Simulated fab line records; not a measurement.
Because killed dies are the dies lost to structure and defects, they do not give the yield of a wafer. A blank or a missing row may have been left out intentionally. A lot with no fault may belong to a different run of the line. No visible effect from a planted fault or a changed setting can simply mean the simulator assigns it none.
The tool behind it: which one? -- flow berkeley cmos170 -- 7 lots (21 wafers sampled), 1 step of a 331-step route

## WHAT EACH GAUGE READ, for each wafer
UCB170_NWELL_OVL_MEAS_12.
lot,measured,on,NWELL_OVL (nm)
L406,day 2 23:37,overlay-02,-7 -6 -4
L408,day 3 04:52,overlay-02,-4 -4 -12
L414,day 4 13:41,overlay-02,-10 -5 -11
L418,day 5 09:25,overlay-01,-7 -7 -6
L420,day 5 16:59,overlay-01,-5 -5 -3
L423,day 6 08:59,overlay-01,-4 -4 -3
L427,day 7 14:55,overlay-01,-3 -5 -1

## TOOL THAT RAN EACH LOT (tool first, then ch and the chambers of the sampled wafers, then the start)
Before these readings, the record contains no process step.

## THE ANSWER, worked out from the rows above alone
Rule: what is usual is taken from the lots themselves. Put in order of their means at a reading, lots are off if they are a third of the lots or fewer, leave a main group of 4 or more, and stand apart from it by a gap of 3 or more times the standard deviation of the main group's means; of several such gaps the widest counts. A main group is skipped when, at the precision printed for the reading in the tables above, its means are all equal. Also off: a lot with no number at a reading for which 4 or more lots have one. Any other lot the step has rows for is counted as sound.
No lot is off at any reading shown: from this, nothing can be told.

## WHAT WAS PUT IN BY THE SIMULATOR
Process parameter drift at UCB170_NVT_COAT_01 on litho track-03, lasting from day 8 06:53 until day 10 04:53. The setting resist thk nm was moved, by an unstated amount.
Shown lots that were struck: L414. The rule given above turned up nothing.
